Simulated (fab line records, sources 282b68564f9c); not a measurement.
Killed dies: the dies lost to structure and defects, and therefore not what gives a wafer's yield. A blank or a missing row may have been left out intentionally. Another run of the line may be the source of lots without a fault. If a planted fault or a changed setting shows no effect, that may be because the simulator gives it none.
One fault seen from 2 desks | flow ritCmos | what lay behind the numbers comes last; until then each desk has only its own

== DESK OF THE TOOL OWNER: lpcvd-02 ==
The tool's own readings at RIT_SPACER_CVD_03 (deposits Si3N4 from SiH2Cl2/NH3, target thk 250 nm, time 3300 s): means of the sampled wafers that have a number, for each lot that ran on this tool. If a lot's mean is further than 4 standard deviations from the usual mean, the lot is out of limits and carries the mark OUT (the distance appears in the brackets).
Columns: A = spikeTcCentreC at RIT_SPACER_CVD_03, usual 811.5 C; B = spikeTcLoadC at RIT_SPACER_CVD_03, usual 835.2 C; C = spikeTcSourceC at RIT_SPACER_CVD_03, usual 833 C; D = susceptorTempC at RIT_SPACER_CVD_03, usual 810.0 C; E = zonePowerSourcePct at RIT_SPACER_CVD_03, usual 22 %
lot  | first seen here | A               | B               | C             | D                       | E
L149 | day 4 01:29     | 812.3           | 836.3           | 836           | 809.9                   | 28
L152 | day 4 21:12     | 856.2 (+41) OUT | 881.7 (+23) OUT | 880 (+13) OUT | 854.9 (+99 or more) OUT | 32
L155 | day 5 11:04     | 813.2           | 832.1           | 833           | 809.4                   | 21
This desk's verdict: out of limits on L152, starting with L152 at day 4 21:12 (spikeTcCentreC at RIT_SPACER_CVD_03). Within limits: L149, L155.

== THE METROLOGY DESK ==
What the gauges read, lot by lot, whatever tool the lot ran on: means of the sampled wafers that have a number. If a lot's mean is further than 4 standard deviations from the usual mean, the lot is out of limits and carries the mark OUT (the distance appears in the brackets).
Columns: A = SPACER_NITRIDE_THK at RIT_SPACER_THK_MEAS_04, usual 249.9 nm
lot  | first seen here | A
L143 | day 2 22:25     | 250.3
L144 | day 3 02:34     | 251.4
L145 | day 3 08:38     | 250.3
L146 | day 3 15:10     | 250.0
L148 | day 3 23:35     | 253.2
L149 | day 4 04:24     | 247.8
L152 | day 5 00:05     | 415.3 (+79) OUT
L155 | day 5 13:57     | 249.3
L156 | day 6 02:38     | 248.8
L157 | day 6 06:19     | 248.9
L159 | day 6 10:46     | 250.0
L158 | day 6 10:47     | 247.5
L160 | day 6 17:40     | 248.7
This desk finds L152 out of limits, with the earliest case on L152 at day 5 00:05 (SPACER_NITRIDE_THK at RIT_SPACER_THK_MEAS_04). Within limits: L143, L144, L145, L146, L148, L149, L155, L156, L157, L159, L158, L160.

== BROUGHT TOGETHER ==
At day 4 21:12, on L152, the tool owner's desk was in a position to raise an alarm.
At day 5 00:05 the metrology desk could have sounded an alarm, on L152.
The lots listed all ran RIT_SPACER_CVD_03 on lpcvd-02.

== WHAT WAS PUT IN BY THE SIMULATOR ==
lpcvd-02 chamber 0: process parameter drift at RIT_SPACER_CVD_03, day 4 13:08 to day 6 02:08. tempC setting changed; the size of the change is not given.
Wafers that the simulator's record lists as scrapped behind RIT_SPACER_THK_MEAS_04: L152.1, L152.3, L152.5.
Struck lots among those shown: L152.
Delay (hours) between the fault's onset and each desk's first out-of-limits reading: 8 at the tool owner's desk, 11 at the metrology desk.
